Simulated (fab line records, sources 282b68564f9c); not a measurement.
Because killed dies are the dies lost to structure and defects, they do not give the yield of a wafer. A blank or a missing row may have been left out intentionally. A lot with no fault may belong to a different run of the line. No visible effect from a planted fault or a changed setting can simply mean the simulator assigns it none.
Which tool did it? :: flow rit cmos :: 7 lots, 21 wafers sampled, at 2 steps of a route of 202

WHAT THE GAUGES SHOWED, per wafer
RIT_SILICIDE_RS_MEAS_02: the measuring method here is four-point-probe.
lot: L744
measured: day 3 21:44
on: film metro-01
SILICIDE_TI_RS (ohm/sq): 48.5 48.4 49.1

lot: L746
measured: day 4 09:21
on: film metro-01
SILICIDE_TI_RS (ohm/sq): 48.2 48.5 47.9

lot: L748
measured: day 4 14:37
on: film metro-01
SILICIDE_TI_RS (ohm/sq): 47.9 47.9 48.3

lot: L751
measured: day 5 07:36
on: film metro-02
SILICIDE_TI_RS (ohm/sq): 47.5 47.0 47.8

lot: L759
measured: day 6 23:52
on: film metro-02
SILICIDE_TI_RS (ohm/sq): 47.5 47.3 47.4

lot: L761
measured: day 7 10:53
on: film metro-02
SILICIDE_TI_RS (ohm/sq): 47.2 46.9 47.0

lot: L764
measured: day 8 02:34
on: film metro-02
SILICIDE_TI_RS (ohm/sq): 47.6 47.2 47.2

WHICH TOOL RAN EACH LOT (tool, then ch and the chambers of the sampled wafers, then the start)
lot: L744
RIT_PRETRO_STRIP_09: plasma asher-02 ch 0,1, day 3 02:28

lot: L746
RIT_PRETRO_STRIP_09: plasma asher-01 ch 0,1, day 3 12:42

lot: L748
RIT_PRETRO_STRIP_09: plasma asher-01 ch 0,1, day 3 19:14

lot: L751
RIT_PRETRO_STRIP_09: plasma asher-01 ch 0,1, day 4 10:50

lot: L759
RIT_PRETRO_STRIP_09: plasma asher-02 ch 1, day 6 03:40

lot: L761
RIT_PRETRO_STRIP_09: plasma asher-02 ch 0,1, day 6 12:10

lot: L764
RIT_PRETRO_STRIP_09: plasma asher-02 ch 0,1, day 7 03:34
- RIT_PRETRO_STRIP_09: strips in O2, time 180 s.

THE ANSWER, worked out from the rows above alone
Rule: usual is defined by the lots themselves. The widest of any qualifying gaps counts: lots, ordered by their means at a reading, are off when they make up no more than a third of the lots, leave a main group of 4 or more, and stand apart from it by 3 or more times the standard deviation of that group's means. Not used: any main group whose means are identical at the precision the tables above print for the reading. A lot without any number at a reading at which 4 lots or more have one is off too. All remaining lots with rows at the step are treated as sound.
Nothing can be told from this: no lot is off at any reading shown.

WHAT THE SIMULATOR HAD INSERTED
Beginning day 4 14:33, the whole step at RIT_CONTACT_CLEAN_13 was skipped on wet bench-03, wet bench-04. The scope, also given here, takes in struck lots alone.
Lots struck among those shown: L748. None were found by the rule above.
